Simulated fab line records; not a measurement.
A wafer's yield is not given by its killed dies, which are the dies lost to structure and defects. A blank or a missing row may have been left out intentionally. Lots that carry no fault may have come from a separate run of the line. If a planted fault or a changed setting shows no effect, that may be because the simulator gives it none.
fab line records	flow rit-cmos
record lots=13	wafers=39	last-day=8
route steps=202 shown NWELL@37 NRETRO@63 M1@202
lots with no fault: from the same line, run without faults
start-h: the number of hours between the record's first day and the start of the first shown wafer of the lot	wait-h: how many hours have passed since the lot's step before this one	" the same as in the row above	L1.1+2: a row that stands for several wafers	- either no value or no given start	* or withheld: withheld	< > ~ a bound
route shown NAME@n: a module of which the file shows steps, and the number in the route of the first	usual: mean/standard deviation taken from wafers without a fault	same: alike in all rows	chamber/n: place in a boat	sites: the reading at each site	_std_site: how widely they spread, as a standard deviation	_edge_site: outer sites' mean less inner sites'	radius-mm: for every site, how far away it sits from the centre of the wafer	mask NAME#n: copy n	behind: the last tool/chamber to shape the wafer	hold: the reason the lot was held/the length of the hold in hours/how it ended	device: names the non-switching transistor (n, p or np)	end of line: tests of these same wafers at the route's end	where a step has no rows: the recipe by itself	killed: dies lost to structure and defects at the first sort, not the wafer's yield	map: dies across one wafer; x = killed, . = not, _ = none there
set.NAME: the run value of the setting; set.NAME@STEP: its run value at that earlier step	model.NAME: the simulator's own value behind a step, which no gauge read
a sample of lots followed through the steps of the route, with each step as a table and each wafer as a row
services: a tool's chamber out of use, with start hour (start-h, from the record's first day; less than 0 if before it), hours out, and reason
## steps
# step RIT_NWELL_STRIP_09
# recipe chemistry=O2	time-s=180	resist=NOVOLAK	platen-temp-c=withheld	power-w=500	pressure-mtorr=4000	o2-flow-sccm=4000
# usual drypump-motor-current-A=6.0/0.4	run-length-s=208.14/0.29
lot.wafer	tool	chamber	start-h	wait-h	drypump-motor-current-A	rf-hours-counter-h	run-length-s
L466.1	plasma-asher-01	0	27.31	0.1	5.8	40	207.98
L466.2	"	1	"	"	5.5	40	208.16
L466.4	"	0	"	"	5.8	-	208.36
L467.2	plasma-asher-02	0	33.17	0.1	6.6	40	208.27
L467.3	"	0	"	"	6.6	-	207.94
L467.4	"	1	"	"	6.3	-	207.75
L470.3	plasma-asher-02	0	49.31	0.1	6.6	-	208.22
L470.4	"	1	"	"	6.3	-	207.79
L470.5	"	1	"	"	6.3	-	207.65
L471.3	plasma-asher-01	0	52.92	0.1	5.8	-	72.06
L471.4	"	1	"	"	5.5	-	72.51
L471.6	"	1	"	"	5.5	-	72.09
L480.1	plasma-asher-01	1	103.25	0.1	5.5	48	208.44
L480.3	"	1	"	"	5.5	-	208.27
L480.5	"	0	"	"	5.8	-	208.27
L481.1	plasma-asher-02	0	109.02	0.1	6.6	48	208.23
L481.2	"	1	"	"	6.3	48	207.57
L481.4	"	1	"	"	6.3	-	207.78
L482.1	plasma-asher-02	0	115.04	0.1	6.6	49	208.09
L482.3	"	1	"	"	6.3	-	208.11
L482.5	"	0	"	"	6.6	-	208.03
L483.3	plasma-asher-02	0	126.12	0.1	6.6	-	207.92
L483.5	"	0	"	"	6.6	-	208.27
L483.6	"	1	"	"	6.3	-	207.74
L485.2	plasma-asher-03	0	127.84	0.1	6.0	29	208.45
L485.5	"	0	"	"	6.1	-	209.12
L485.6	"	1	"	"	6.4	-	208.40
L484.4	plasma-asher-03	0	128.14	0.1	6.1	-	208.68
L484.5	"	1	"	"	6.4	-	208.23
L484.6	"	0	"	"	6.0	-	208.83
L486.2	plasma-asher-01	0	128.21	0.1	5.8	1	208.63
L486.4	"	1	"	"	5.5	-	207.98
L486.6	"	0	"	"	5.8	-	207.90
L488.1	plasma-asher-02	1	138.83	0.1	6.3	51	208.00
L488.4	"	0	"	"	6.6	-	208.03
L488.6	"	0	"	"	6.6	-	208.34
L487.4	plasma-asher-01	1	139.09	0.1	5.5	-	208.30
L487.5	"	1	"	"	5.5	-	208.53
L487.6	"	0	"	"	5.8	-	208.03
# step RIT_NRETRO_TW_MEAS_10
# usual NRETRO_TW=1046/5.6
lot.wafer	tool	chamber	start-h	wait-h	hold	NRETRO_TW
L466.1	film-metro-04	-	37.24	0.1	-	1041
L466.2	"	-	"	"	-	1040
L466.4	"	-	"	"	-	1043
L467.2	film-metro-04	-	42.46	0.1	-	1041
L467.3	"	-	"	"	-	1037
L467.4	"	-	"	"	-	1041
L470.3	film-metro-02	-	58.39	0.1	-	1049
L470.4	"	-	"	"	-	1046
L470.5	"	-	"	"	-	1046
L471.3	film-metro-04	-	62.30	0.1	await-dispo/0.2h/release	30
L471.4	"	-	"	"	await-dispo/0.2h/release	31
L471.6	"	-	"	"	await-dispo/0.2h/release	31
L471.3	film-metro-04	-	62.53	0.2	-	31
L471.4	"	-	"	"	-	31
L471.6	"	-	"	"	-	31
L480.1	film-metro-01	-	117.06	0.1	-	1049
L480.3	"	-	"	"	-	1051
L480.5	"	-	"	"	-	1044
L481.1	film-metro-02	-	124.08	0.1	-	1046
L481.2	"	-	"	"	-	1048
L481.4	"	-	"	"	-	1055
L482.1	film-metro-01	-	124.32	0.1	-	1040
L482.3	"	-	"	"	-	1045
L482.5	"	-	"	"	-	1040
L483.3	film-metro-02	-	134.98	0.1	-	1052
L483.5	"	-	"	"	-	1053
L483.6	"	-	"	"	-	1054
L485.2	film-metro-04	-	138.57	0.1	-	1035
L485.5	"	-	"	"	-	1037
L485.6	"	-	"	"	-	1036
L486.2	film-metro-02	-	138.77	0.1	-	1057
L486.4	"	-	"	"	-	1050
L486.6	"	-	"	"	-	1056
L484.4	film-metro-04	-	138.84	0.1	-	1037
L484.5	"	-	"	"	-	1040
L484.6	"	-	"	"	-	1040
L488.1	film-metro-01	-	148.67	0.1	-	1041
L488.4	"	-	"	"	-	1038
L488.6	"	-	"	"	-	1043
L487.4	film-metro-02	-	150.12	0.1	-	1053
L487.5	"	-	"	"	-	1050
L487.6	"	-	"	"	-	1052
# step RIT_M1_PROBE_99
# usual defect-limited-yield=97.5/1.1	killed-at-contacts=0.1/0.23	killed-at-front-end=6.6/2.9	killed-dies=6.7/3	killed-open=3.5/2.1	killed-short=3.2/1.8	sort_bin_3_pad_short=0.1/0.19	sort_bin_5_function=1.4/0.84	sort_bin_6_memory=1.0/0.67	sort-n-pass=257.3/3	sort-yield-pct=97.5/1.1
# same gross-dies=264	killed_at_M0_to_M3=0	killed_at_M4_up=0	killed-at-back-side=0	killed-at-other=0
lot.wafer	tool	chamber	start-h	wait-h	defect-limited-yield[%]	killed-at-contacts	killed-at-front-end	killed-dies	killed-open	killed-short	sort_bin_3_pad_short[%]	sort_bin_5_function[%]	sort_bin_6_memory[%]	sort-n-pass	sort-yield-pct[%]
L466.1	prober-01	-	66.89	0.1	95.8	1	10	11	5	6	0	3.0	1.1	253.0	95.8
L466.2	prober-01	-	66.94	0.1	96.2	0	10	10	3	7	0.4	1.5	1.9	254.0	96.2
L466.4	prober-01	-	67.04	0.2	96.6	0	9	9	3	6	0.4	2.3	0.8	255.0	96.6
L467.2	prober-02	-	72.61	0.1	99.6	0	1	1	0	1	0	0.4	0	263.0	99.6
L467.3	prober-02	-	72.66	0.2	97.0	0	8	8	4	4	0.4	1.9	0.8	256.0	97.0
L467.4	prober-02	-	72.71	0.2	98.5	0	4	4	2	2	0	1.1	0.4	260.0	98.5
L470.3	prober-02	-	86.36	0.2	97.3	0	7	7	5	2	0.4	1.5	0.8	257.0	97.3
L470.4	prober-02	-	86.41	0.2	98.9	0	3	3	1	2	0	1.1	0	261.0	98.9
L470.5	prober-02	-	86.46	0.2	98.1	0	5	5	3	2	0	1.1	0.8	259.0	98.1
L480.1	prober-02	-	148.68	0.1	100.0	0	0	0	0	0	0	0	0	264.0	100.0
L480.3	prober-02	-	148.78	0.2	98.5	0	4	4	1	3	0.4	0.8	0.4	260.0	98.5
L480.5	prober-02	-	148.88	0.2	98.9	0	3	3	2	1	0.4	0.8	0	261.0	98.9
L481.1	prober-02	-	154.27	0.1	97.7	0	6	6	5	1	0	0.4	1.9	258.0	97.7
L481.2	prober-02	-	154.32	0.1	97.0	0	8	8	6	2	0	2.7	0.4	256.0	97.0
L481.4	prober-02	-	154.42	0.2	99.6	0	1	1	0	1	0	0.4	0	263.0	99.6
L482.1	prober-01	-	155.77	0.1	98.5	0	4	4	1	3	0	1.1	0.4	260.0	98.5
L482.3	prober-01	-	155.87	0.2	98.1	0	5	5	3	2	0	1.1	0.8	259.0	98.1
L482.5	prober-01	-	155.97	0.2	98.9	0	3	3	2	1	0	1.1	0	261.0	98.9
L485.2	prober-01	-	172.71	0.1	97.3	0	7	7	4	3	0	2.3	0.4	257.0	97.3
L485.5	prober-01	-	172.86	0.2	97.3	0	7	7	2	5	0	2.3	0.4	257.0	97.3
L485.6	prober-01	-	172.91	0.2	97.0	0	8	8	3	5	0	2.3	0.8	256.0	97.0
L483.3	prober-02	-	172.76	0.2	95.5	0	12	12	7	5	0	3.4	1.1	252.0	95.5
L483.5	prober-02	-	172.86	0.2	95.8	1	10	11	8	3	0.4	1.5	2.3	253.0	95.8
L483.6	prober-02	-	172.91	0.2	96.6	0	9	9	3	6	0	0.8	2.7	255.0	96.6
L484.4	prober-02	-	173.11	0.5	98.1	0	5	5	3	2	0	1.1	0.8	259.0	98.1
L484.5	prober-02	-	173.16	0.5	97.3	0	7	7	4	3	0.4	0.8	1.5	257.0	97.3
L484.6	prober-02	-	173.21	0.6	98.5	0	4	4	2	2	0	1.5	0	260.0	98.5
L486.2	prober-01	-	174.21	0.1	95.5	1	11	12	5	7	0.4	3.8	0.4	252.0	95.5
L486.4	prober-01	-	174.31	0.2	97.7	0	6	6	2	4	0.4	1.5	0.4	258.0	97.7
L486.6	prober-01	-	174.41	0.2	97.7	1	5	6	2	4	0.4	0.8	1.1	258.0	97.7
L488.1	prober-02	-	177.62	0.1	97.0	0	8	8	5	3	0	1.5	1.5	256.0	97.0
L488.4	prober-02	-	177.77	0.2	97.7	0	6	6	2	4	0	1.9	0.4	258.0	97.7
L488.6	prober-02	-	177.87	0.2	97.7	0	6	6	1	5	0	1.9	0.4	258.0	97.7
L487.4	prober-01	-	179.98	0.2	98.5	0	4	4	3	1	0	0.8	0.8	260.0	98.5
L487.5	prober-01	-	180.03	0.2	98.1	0	5	5	2	3	0	0.8	1.1	259.0	98.1
L487.6	prober-01	-	180.08	0.2	97.3	0	7	7	3	4	0.4	1.5	0.8	257.0	97.3
# killed by level:class
L466.1 REOX:geometric-particle:short=3 REOX:geometric-particle:open=2 SILICIDE:geometric-particle:open=2 SILICIDE:geometric-particle:short=2 GATE:geometric-particle:short=1 CONTACT:geometric-particle:open=1
L466.2 GATE:geometric-particle:short=4 REOX:geometric-particle:short=2 REOX:geometric-particle:open=2 FOX1:geometric-particle:short=1 GATE:geometric-particle:open=1
L466.4 FOX1:geometric-particle:short=2 SPACER:geometric-particle:short=2 SILICIDE:geometric-particle:short=2 GATE:geometric-particle:open=1 SPACER:geometric-particle:open=1 SILICIDE:geometric-particle:open=1
L467.2 FOX1:geometric-particle:short=1
L467.3 SPACER:geometric-particle:open=3 GATE:geometric-particle:short=2 FOX2:geometric-particle:short=1 FOX2:geometric-particle:open=1 SPACER:geometric-particle:short=1
L467.4 FOX2:geometric-particle:open=1 FOX2:geometric-particle:short=1 GATE:geometric-particle:open=1 SPACER:geometric-particle:short=1
L470.3 GATE:geometric-particle:open=4 GATE:geometric-particle:short=1 REOX:geometric-particle:short=1 REOX:geometric-particle:open=1
L470.4 FOX2:geometric-particle:short=1 GATE:geometric-particle:short=1 GATE:geometric-particle:open=1
L470.5 FOX2:geometric-particle:open=1 GATE:geometric-particle:open=1 GATE:geometric-particle:short=1 REOX:geometric-particle:open=1 SPACER:geometric-particle:short=1
L480.3 GATE:geometric-particle:short=2 FOX1:geometric-particle:short=1 FOX2:geometric-particle:open=1
L480.5 GATE:geometric-particle:short=1 GATE:geometric-particle:open=1 SILICIDE:geometric-particle:open=1
L481.1 GATE:geometric-particle:open=3 FOX1:geometric-particle:open=1 FOX2:geometric-particle:open=1 SILICIDE:geometric-particle:short=1
L481.2 SILICIDE:geometric-particle:open=3 FOX1:geometric-particle:open=1 FOX1:geometric-particle:short=1 GATE:geometric-particle:open=1 GATE:geometric-particle:short=1 REOX:geometric-particle:open=1
L481.4 GATE:geometric-particle:short=1
L482.1 GATE:geometric-particle:short=3 GATE:geometric-particle:open=1
L482.3 GATE:geometric-particle:open=2 SPACER:geometric-particle:short=1 SILICIDE:geometric-particle:open=1 SILICIDE:geometric-particle:short=1
L482.5 GATE:geometric-particle:open=1 SPACER:geometric-particle:short=1 SILICIDE:geometric-particle:open=1
L485.2 FOX2:geometric-particle:short=2 FOX1:geometric-particle:open=1 FOX2:geometric-particle:open=1 REOX:geometric-particle:open=1 SPACER:geometric-particle:open=1 SILICIDE:geometric-particle:short=1
L483.3 GATE:geometric-particle:open=3 SILICIDE:geometric-particle:short=2 GATE:geometric-particle:short=2 REOX:geometric-particle:open=2 FOX1:geometric-particle:short=1 FOX2:geometric-particle:open=1 SILICIDE:geometric-particle:open=1
L483.5 GATE:geometric-particle:open=4 FOX1:geometric-particle:open=3 SILICIDE:geometric-particle:short=2 FOX1:geometric-particle:short=1 CONTACT:geometric-particle:open=1
L485.5 GATE:geometric-particle:short=2 ACTIVE:geometric-particle:open=1 FOX1:geometric-particle:open=1 FOX1:geometric-particle:short=1 FOX2:geometric-particle:short=1 REOX:geometric-particle:short=1
L483.6 FOX1:geometric-particle:short=2 GATE:geometric-particle:open=2 SILICIDE:geometric-particle:short=2 REOX:geometric-particle:short=1 SPACER:geometric-particle:short=1 SILICIDE:geometric-particle:open=1
L485.6 GATE:geometric-particle:open=2 GATE:geometric-particle:short=2 REOX:geometric-particle:short=2 FOX1:geometric-particle:short=1 FOX1:geometric-particle:open=1
L484.4 FOX1:geometric-particle:short=1 FOX1:geometric-particle:open=1 REOX:geometric-particle:open=1 REOX:geometric-particle:short=1 SPACER:geometric-particle:open=1
L484.5 GATE:geometric-particle:open=1 REOX:geometric-particle:open=1 REOX:geometric-particle:short=1 SPACER:geometric-particle:short=1 SPACER:geometric-particle:open=1 SILICIDE:geometric-particle:open=1 SILICIDE:geometric-particle:short=1
L484.6 REOX:geometric-particle:short=2 GATE:geometric-particle:open=1 REOX:geometric-particle:open=1
L486.2 GATE:geometric-particle:short=3 GATE:geometric-particle:open=3 FOX1:geometric-particle:short=1 FOX1:geometric-particle:open=1 FOX2:geometric-particle:short=1 FOX2:geometric-particle:open=1 SPACER:geometric-particle:short=1 CONTACT:geometric-particle:short=1
L486.4 GATE:geometric-particle:short=2 FOX2:geometric-particle:short=1 GATE:geometric-particle:open=1 REOX:geometric-particle:short=1 SILICIDE:geometric-particle:open=1
L486.6 FOX1:geometric-particle:short=1 FOX2:geometric-particle:short=1 GATE:geometric-particle:short=1 REOX:geometric-particle:open=1 SILICIDE:geometric-particle:short=1 CONTACT:geometric-particle:open=1
L488.1 SILICIDE:geometric-particle:open=3 GATE:geometric-particle:open=2 GATE:geometric-particle:short=2 SILICIDE:geometric-particle:short=1
L488.4 GATE:geometric-particle:open=2 SILICIDE:geometric-particle:short=2 ACTIVE:geometric-particle:short=1 SPACER:geometric-particle:short=1
L488.6 SPACER:geometric-particle:short=3 GATE:geometric-particle:short=1 REOX:geometric-particle:open=1 SILICIDE:geometric-particle:short=1
L487.4 GATE:geometric-particle:short=1 GATE:geometric-particle:open=1 SPACER:geometric-particle:open=1 SILICIDE:geometric-particle:open=1
L487.5 SPACER:geometric-particle:short=2 GATE:geometric-particle:open=1 GATE:geometric-particle:short=1 SPACER:geometric-particle:open=1
L487.6 GATE:geometric-particle:short=2 SPACER:geometric-particle:open=2 GATE:geometric-particle:open=1 REOX:geometric-particle:short=1 SILICIDE:geometric-particle:short=1
## services
tool	chamber	start-h	hours	kind
plasma-asher-02	-	39.68	0.8	repair
plasma-asher-03	-	42.53	45.4	repair
plasma-asher-01	-	108.75	9.0	pm
plasma-asher-01	0	108.75	9.0	vent-cycle
plasma-asher-01	1	108.75	9.0	vent-cycle
plasma-asher-02	-	111.76	0.5	repair
plasma-asher-01	0	117.75	-	clean
plasma-asher-01	1	117.75	-	clean
plasma-asher-02	-	127.91	2.8	pm
## key
first-sign step=RIT_NWELL_STRIP_09	reading=run-length-s	direction=down	sigmas=99+	usual=*	struck=*
effect step=RIT_NRETRO_TW_MEAS_10	reading=NRETRO_TW	direction=down	sigmas=99+	usual=1046	struck=31
met-at RIT_NWELL_STRIP_09
struck-lots L471
scrapped-behind RIT_NRETRO_TW_MEAS_10 L471.3,L471.4,L471.6
onset-between 27.31 52.92
fault kind=strip-aborted	tool=plasma-asher-01	chamber=-	onset-h=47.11	steps=RIT_NWELL_STRIP_09	offset=0.6	end-h=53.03
